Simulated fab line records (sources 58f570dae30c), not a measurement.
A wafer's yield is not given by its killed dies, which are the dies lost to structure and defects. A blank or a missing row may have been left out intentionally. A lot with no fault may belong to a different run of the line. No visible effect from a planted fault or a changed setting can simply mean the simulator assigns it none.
Which of the tools did it?    flow berkeley-cmos170    15 lots, 45 wafers sampled, at 4 steps of a route of 331

WHAT THE GAUGES SHOWED, per wafer
The record holds no reading of a measuring or inspecting step that can be judged against a usual standard deviation.

TOOL THAT RAN EACH LOT (tool first, then ch and the chambers of the sampled wafers, then the start)
lot   UCB170_GATE_ETCH_15               UCB170_PLDD_STRIP_10                  UCB170_CONTACT_RTA_08             UCB170_CONTACT_PEB_13
L845  rie-si-02 ch 0,1, day 7 18:01     plasma-asher-02 ch 0,1, day 7 21:41   rtp-anneal-01 ch 0, day 8 17:56   litho-track-01 ch 0, day 8 18:43
L844  rie-si-02 ch 2,3, day 7 18:31     plasma-asher-04 ch 0,1, day 7 22:08   rtp-anneal-01 ch 0, day 8 19:31   litho-track-03 ch 0, day 8 20:36
L846  rie-si-01 ch 0,1, day 7 18:50     plasma-asher-02 ch 0,1, day 7 21:58   rtp-anneal-01 ch 0, day 8 17:37   litho-track-03 ch 0, day 8 18:16
L849  rie-si-02 ch 1,2, day 8 13:58     plasma-asher-01 ch 1, day 8 16:16     rtp-anneal-01 ch 0, day 9 15:56   litho-track-01 ch 0, day 9 16:40
L848  rie-si-01 ch 1,3, day 8 13:58     plasma-asher-02 ch 0,1, day 8 15:58   rtp-anneal-02 ch 0, day 9 15:53   litho-track-03 ch 0, day 9 16:31
L852  rie-si-01 ch 2,3, day 9 07:22     plasma-asher-02 ch 0,1, day 9 09:14   rtp-anneal-02 ch 0, day 10 05:15  litho-track-01 ch 0, day 10 06:35
L853  rie-si-01 ch 0,1,2, day 9 18:14   plasma-asher-02 ch 0,1, day 9 20:07   rtp-anneal-02 ch 0, day 10 18:50  litho-track-02 ch 0, day 10 19:28
L857  rie-si-01 ch 1,2, day 10 04:49    plasma-asher-02 ch 0,1, day 10 07:30  rtp-anneal-02 ch 0, day 11 03:25  litho-track-02, day 11 04:06
L856  rie-si-02 ch 1,2,3, day 10 05:04  plasma-asher-04 ch 0,1, day 10 07:37  rtp-anneal-01 ch 0, day 11 02:10  litho-track-02, day 11 02:49
L855  rie-si-01 ch 0,2,3, day 10 05:20  plasma-asher-02 ch 0,1, day 10 07:52  rtp-anneal-01 ch 0, day 11 04:12  litho-track-02, day 11 04:51
L865  rie-si-01 ch 0,1,3, day 12 03:58  plasma-asher-01 ch 0,1, day 12 06:16  rtp-anneal-01 ch 0, day 13 01:58  litho-track-02 ch 0, day 13 04:19
L864  rie-si-02 ch 1,3, day 12 04:10    plasma-asher-04 ch 0,1, day 12 06:35  rtp-anneal-02 ch 0, day 13 03:20  litho-track-03 ch 0, day 13 05:43
L863  rie-si-01 ch 0,1,2, day 12 04:23  plasma-asher-01 ch 0, day 12 06:46    rtp-anneal-02 ch 0, day 13 02:59  litho-track-01 ch 0, day 13 04:44
L867  rie-si-02 ch 0,1, day 12 04:31    plasma-asher-04 ch 0,1, day 12 06:51  rtp-anneal-01 ch 0, day 13 03:08  litho-track-01 ch 0, day 13 04:59
L866  rie-si-01 ch 1,2,3, day 12 13:13  plasma-asher-02 ch 0,1, day 12 15:14  rtp-anneal-02 ch 0, day 13 10:59  litho-track-03 ch 0, day 13 11:47
- UCB170_GATE_ETCH_15: etches poly-Si in HBr/Cl2, stops on SiO2, time 56.3 s, target depth 278.2 nm.
- UCB170_PLDD_STRIP_10: strips in O2.
- UCB170_CONTACT_RTA_08: time 10 s.
- UCB170_CONTACT_PEB_13

AS READ BY THE TOOLS THEMSELVES (means over the sampled wafers that have a number; for cases with no such wafer, the mark the record gives instead)
UCB170_GATE_ETCH_15. Usual: drypump-motor-current-A 5.5 A, standard deviation 0.35; oes-product-au 0.837 a.u., standard deviation 0.012; throttle-valve-pct 26.45 %, standard deviation 0.2.
lot   tool       drypump-motor-current-A (A)  oes-product-au (a.u.)  throttle-valve-pct (%)  flag
L845  rie-si-02  5.4                          0.825                  26.53                   
L844  rie-si-02  5.4                          0.828                  26.56                   
L846  rie-si-01  5.9                          0.847                  26.57                   
L849  rie-si-02  5.7                          0.826                  26.61                   
L848  rie-si-01  5.8                          0.836                  26.47                   
L852  rie-si-01  5.5                          0.847                  26.35                   
L853  rie-si-01  5.7                          0.849                  26.45                   
L857  rie-si-01  5.7                          0.848                  26.67                   
L856  rie-si-02  5.4                          0.829                  26.50                   
L855  rie-si-01  5.6                          0.847                  26.29                   
L865  rie-si-01  5.8                          0.844                  26.42                   
L864  rie-si-02  5.5                          0.830                  26.43                   
L863  rie-si-01  5.7                          0.851                  26.44                   
L867  rie-si-02  5.6                          0.838                  26.51                   
L866  rie-si-01  5.6                          0.839                  26.50                   

UCB170_PLDD_STRIP_10. Usual: drypump-motor-current-A 5.7 A, standard deviation 0.52; oes-product-au 0.735 a.u., standard deviation 0.0047; strip-time-to-endpoint-s 21.66 s, standard deviation 0.06.
lot   tool             drypump-motor-current-A (A)  oes-product-au (a.u.)  strip-time-to-endpoint-s (s)  flag
L845  plasma-asher-02  5.5                          0.729                  21.77                         
L844  plasma-asher-04  5.8                          0.734                  21.65                         
L846  plasma-asher-02  5.5                          0.735                  21.54                         
L849  plasma-asher-01  6.5                          0.734                  21.67                         
L848  plasma-asher-02  5.5                          0.733                  21.64                         
L852  plasma-asher-02  5.5                          0.736                  21.65                         
L853  plasma-asher-02  5.2                          0.741                  21.60                         
L857  plasma-asher-02  5.5                          0.730                  21.64                         
L856  plasma-asher-04  5.8                          0.738                  21.65                         
L855  plasma-asher-02  5.2                          0.736                  21.71                         
L865  plasma-asher-01  6.2                          0.733                  21.69                         
L864  plasma-asher-04  5.8                          0.733                  21.70                         
L863  plasma-asher-01  5.7                          0.734                  21.66                         
L867  plasma-asher-04  5.8                          0.736                  21.61                         
L866  plasma-asher-02  5.2                          0.734                  21.76                         

UCB170_CONTACT_RTA_08. Usual: chamber-o2-ppm 1.999, standard deviation 0.021; lamp-power-pct 26.35 %, standard deviation 0.13; wafer_temp_C_max 902.6, standard deviation 0.64.
lot   tool           chamber-o2-ppm  lamp-power-pct (%)  wafer_temp_C_max  flag
L845  rtp-anneal-01  1.983           26.23               902.3             
L844  rtp-anneal-01  2.026           26.22               902.9             
L846  rtp-anneal-01  1.990           26.22               902.7             
L849  rtp-anneal-01  2.008           26.23               902.6             
L848  rtp-anneal-02  2.023           26.50               903.4             
L852  rtp-anneal-02  1.989           26.49               902.9             
L853  rtp-anneal-02  1.989           26.51               902.7             
L857  rtp-anneal-02  1.989           26.50               903.3             
L856  rtp-anneal-01  2.005           26.24               901.9             
L855  rtp-anneal-01  2.006           26.24               902.5             
L865  rtp-anneal-01  1.992           26.23               902.1             
L864  rtp-anneal-02  1.996           26.49               903.5             
L863  rtp-anneal-02  1.993           26.50               902.7             
L867  rtp-anneal-01  1.995           26.24               902.3             
L866  rtp-anneal-02  1.996           26.49               902.7             

UCB170_CONTACT_PEB_13. Usual: chill-plate-temp-C 23.01 C, standard deviation 0.1; exhaust-pa 45.1 Pa, standard deviation 0.97.
lot   tool            chill-plate-temp-C (C)  exhaust-pa (Pa)  flag
L845  litho-track-01  22.93                   44.8             
L844  litho-track-03  22.95                   45.2             
L846  litho-track-03  22.96                   45.3             
L849  litho-track-01  23.16                   45.9             
L848  litho-track-03  22.91                   45.3             
L852  litho-track-01  23.03                   44.4             
L853  litho-track-02  23.09                   43.6             
L857  litho-track-02  -                       -                OFF
L856  litho-track-02  -                       -                OFF
L855  litho-track-02  -                       -                OFF
L865  litho-track-02  23.02                   44.8             
L864  litho-track-03  23.08                   43.9             
L863  litho-track-01  23.08                   45.3             
L867  litho-track-01  23.03                   44.9             
L866  litho-track-03  22.86                   45.2             

THE ANSWER, worked out from the rows above alone
Rule: a lot is off if the mean of its wafers that have a number lies more than 3 standard deviations from the usual mean. A lot without any number at a reading at which 4 lots or more have one is off too. All remaining lots with rows at the step are treated as sound. Order of review: gauges by route order, followed by the tools' own readings, for which a lot's mean as printed above is used. The first step at which some lot is off is used, and at that step the reading that is off furthest; a lot without a number counts as furthest.
Off at UCB170_CONTACT_PEB_13 (chill-plate-temp-C): L857, L856, L855. Without a number there: L857, L856, L855.
A tool fits if, at that step or a process step before it, it ran every lot that is off, and no sound lot after the first of them. No candidate that was tried fits.

WHAT THE SIMULATOR HAD INSERTED
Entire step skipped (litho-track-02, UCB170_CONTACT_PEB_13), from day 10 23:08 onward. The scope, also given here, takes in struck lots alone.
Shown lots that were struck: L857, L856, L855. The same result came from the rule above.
